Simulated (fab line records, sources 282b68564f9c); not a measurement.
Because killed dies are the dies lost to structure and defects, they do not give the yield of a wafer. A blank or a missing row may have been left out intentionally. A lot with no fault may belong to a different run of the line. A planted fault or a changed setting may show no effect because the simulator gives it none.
fab line records / flow rit-cmos
record lots=15 wafers=45 last-day=7
route steps=202 shown CONTACT@175
lots that met no fault: from a run of the same line without faults
start-h: start of the lot's first displayed wafer, in hours after the record's first day / wait-h: how many hours have passed since the lot's step before this one / " same as the row above / L1.1+2: one row covering several wafers at once / - no value, or no start was given / * or withheld: withheld / < > ~ a bound
route shown NAME@n: names a module that has steps shown in the file, with the first one's number in the route / usual: mean/standard deviation of fault-free wafers / same: alike in all rows / chamber/n: place in a boat / sites: each site's reading / _std_site: the values' standard deviation / _edge_site: the outer-site mean with the inner-site mean subtracted / radius-mm: for every site, how far away it sits from the centre of the wafer / mask NAME#n: copy n / behind: tool/chamber where the wafer was last shaped / hold: the reason the lot was held/the length of the hold in hours/how it ended / device: which transistor (n, p or np) failed to switch / end of line: the route-end tests of the same wafers / a step with no rows: only its recipe / killed: dies that structure and defects cost at the first sort, which is not the same as the wafer's yield / map: a wafer's dies, marking killed ones x, the rest . and places with no die _
set.NAME: the run value of the setting; set.NAME@STEP: its run value at that earlier step / model.NAME: the simulator's own value behind a step, which no gauge read
one table for each step of the route and one row for each wafer, over a sample of lots
## steps
# step RIT_CONTACT_DEVELOP_07
# recipe resist=NOVOLAK develop-time-s=125.5 dev-temp-c=23
# usual chill-plate-temp-C=23.04/0.11 develop-time-s=125.5/0
lot.wafer=L869.1 tool=litho-track-04 chamber=0 start-h=61 wait-h=- chill-plate-temp-C=23.35 develop-time-s=125.5
lot.wafer=L869.2 tool=litho-track-04 chamber=0 start-h=61 wait-h=- chill-plate-temp-C=23.26 develop-time-s=125.5
lot.wafer=L869.6 tool=litho-track-04 chamber=0 start-h=61 wait-h=- chill-plate-temp-C=23.07 develop-time-s=125.5
lot.wafer=L870.2 tool=litho-track-03 chamber=0 start-h=66 wait-h=- chill-plate-temp-C=22.98 develop-time-s=125.5
lot.wafer=L870.4 tool=litho-track-03 chamber=0 start-h=66 wait-h=- chill-plate-temp-C=22.99 develop-time-s=125.5
lot.wafer=L870.5 tool=litho-track-03 chamber=0 start-h=66 wait-h=- chill-plate-temp-C=23.05 develop-time-s=125.5
lot.wafer=L871.2 tool=litho-track-03 chamber=- start-h=70 wait-h=- chill-plate-temp-C=- develop-time-s=-
lot.wafer=L871.4 tool=litho-track-03 chamber=- start-h=70 wait-h=- chill-plate-temp-C=- develop-time-s=-
lot.wafer=L871.6 tool=litho-track-03 chamber=- start-h=70 wait-h=- chill-plate-temp-C=- develop-time-s=-
lot.wafer=L872.1 tool=litho-track-03 chamber=- start-h=77 wait-h=- chill-plate-temp-C=- develop-time-s=-
lot.wafer=L872.4 tool=litho-track-03 chamber=- start-h=77 wait-h=- chill-plate-temp-C=- develop-time-s=-
lot.wafer=L872.6 tool=litho-track-03 chamber=- start-h=77 wait-h=- chill-plate-temp-C=- develop-time-s=-
lot.wafer=L873.1 tool=litho-track-03 chamber=- start-h=82 wait-h=- chill-plate-temp-C=- develop-time-s=-
lot.wafer=L873.3 tool=litho-track-03 chamber=- start-h=82 wait-h=- chill-plate-temp-C=- develop-time-s=-
lot.wafer=L873.6 tool=litho-track-03 chamber=- start-h=82 wait-h=- chill-plate-temp-C=- develop-time-s=-
lot.wafer=L879.2 tool=litho-track-02 chamber=0 start-h=111 wait-h=- chill-plate-temp-C=23.04 develop-time-s=125.5
lot.wafer=L879.3 tool=litho-track-02 chamber=0 start-h=111 wait-h=- chill-plate-temp-C=23.12 develop-time-s=125.5
lot.wafer=L879.6 tool=litho-track-02 chamber=0 start-h=111 wait-h=- chill-plate-temp-C=23.00 develop-time-s=125.5
lot.wafer=L880.1 tool=litho-track-04 chamber=0 start-h=116 wait-h=- chill-plate-temp-C=22.93 develop-time-s=125.5
lot.wafer=L880.5 tool=litho-track-04 chamber=0 start-h=116 wait-h=- chill-plate-temp-C=23.13 develop-time-s=125.5
lot.wafer=L880.6 tool=litho-track-04 chamber=0 start-h=116 wait-h=- chill-plate-temp-C=23.04 develop-time-s=125.5
lot.wafer=L881.2 tool=litho-track-03 chamber=0 start-h=118 wait-h=- chill-plate-temp-C=23.07 develop-time-s=125.5
lot.wafer=L881.3 tool=litho-track-03 chamber=0 start-h=118 wait-h=- chill-plate-temp-C=23.03 develop-time-s=125.5
lot.wafer=L881.4 tool=litho-track-03 chamber=0 start-h=118 wait-h=- chill-plate-temp-C=23.05 develop-time-s=125.5
lot.wafer=L882.2 tool=litho-track-04 chamber=0 start-h=125 wait-h=- chill-plate-temp-C=23.11 develop-time-s=125.5
lot.wafer=L882.4 tool=litho-track-04 chamber=0 start-h=125 wait-h=- chill-plate-temp-C=23.09 develop-time-s=125.5
lot.wafer=L882.6 tool=litho-track-04 chamber=0 start-h=126 wait-h=- chill-plate-temp-C=23.14 develop-time-s=125.5
lot.wafer=L884.1 tool=litho-track-02 chamber=0 start-h=133 wait-h=- chill-plate-temp-C=23.11 develop-time-s=125.5
lot.wafer=L884.3 tool=litho-track-02 chamber=0 start-h=133 wait-h=- chill-plate-temp-C=22.99 develop-time-s=125.5
lot.wafer=L884.6 tool=litho-track-02 chamber=0 start-h=133 wait-h=- chill-plate-temp-C=23.08 develop-time-s=125.5
lot.wafer=L885.2 tool=litho-track-03 chamber=0 start-h=139 wait-h=- chill-plate-temp-C=23.09 develop-time-s=125.5
lot.wafer=L885.3 tool=litho-track-03 chamber=0 start-h=139 wait-h=- chill-plate-temp-C=22.89 develop-time-s=125.5
lot.wafer=L885.4 tool=litho-track-03 chamber=0 start-h=139 wait-h=- chill-plate-temp-C=23.05 develop-time-s=125.5
lot.wafer=L887.2 tool=litho-track-03 chamber=0 start-h=148 wait-h=- chill-plate-temp-C=22.88 develop-time-s=125.5
lot.wafer=L887.4 tool=litho-track-03 chamber=0 start-h=148 wait-h=- chill-plate-temp-C=23.10 develop-time-s=125.5
lot.wafer=L887.6 tool=litho-track-03 chamber=0 start-h=148 wait-h=- chill-plate-temp-C=23.14 develop-time-s=125.5
lot.wafer=L888.1 tool=litho-track-03 chamber=0 start-h=153 wait-h=- chill-plate-temp-C=23.04 develop-time-s=125.5
lot.wafer=L888.2 tool=litho-track-03 chamber=0 start-h=153 wait-h=- chill-plate-temp-C=22.95 develop-time-s=125.5
lot.wafer=L888.5 tool=litho-track-03 chamber=0 start-h=153 wait-h=- chill-plate-temp-C=23.13 develop-time-s=125.5
lot.wafer=L890.2 tool=litho-track-03 chamber=0 start-h=166 wait-h=- chill-plate-temp-C=22.92 develop-time-s=125.5
lot.wafer=L890.4 tool=litho-track-03 chamber=0 start-h=166 wait-h=- chill-plate-temp-C=23.04 develop-time-s=125.5
lot.wafer=L890.6 tool=litho-track-03 chamber=0 start-h=166 wait-h=- chill-plate-temp-C=23.12 develop-time-s=125.5
lot.wafer=L891.1 tool=litho-track-04 chamber=0 start-h=167 wait-h=- chill-plate-temp-C=22.95 develop-time-s=125.5
lot.wafer=L891.4 tool=litho-track-04 chamber=0 start-h=167 wait-h=- chill-plate-temp-C=23.13 develop-time-s=125.5
lot.wafer=L891.5 tool=litho-track-04 chamber=0 start-h=168 wait-h=- chill-plate-temp-C=23.02 develop-time-s=125.5
## key
first-sign step=RIT_CONTACT_DEVELOP_07 reading=tool-record direction=missing
effect none on later readings
met-at RIT_CONTACT_DEVELOP_07
struck-lots L871,L872,L873
later-rows-left-out L871.2,L871.4,L871.6,L872.1,L872.4,L872.6,L873.1,L873.3,L873.6
sort-left-out L871.2,L871.4,L871.6,L872.1,L872.4,L872.6,L873.1,L873.3,L873.6
tester-left-out L871,L872,L873
onset-between 66 70
fault kind=skipped-step-whole tool=litho-track-03 chamber=- onset-h=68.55 steps=RIT_CONTACT_DEVELOP_07 scope=struck-lots-only
# tester-left-out: of these lots the tester's yield and bins aren't shown, on N5 and GAA mostly nor the transistor test; their killed dies are dies lost to structure and defects alone, not to doping, threshold or leakage, so they don't give the yield
# sort-left-out: the simulated sort isn't trusted on such a fault, so these wafers' sort isn't shown, and their yield isn't known
# later-rows-left-out: the simulator's readings of these wafers behind a module that went badly wrong aren't trusted and aren't shown, but for the sort
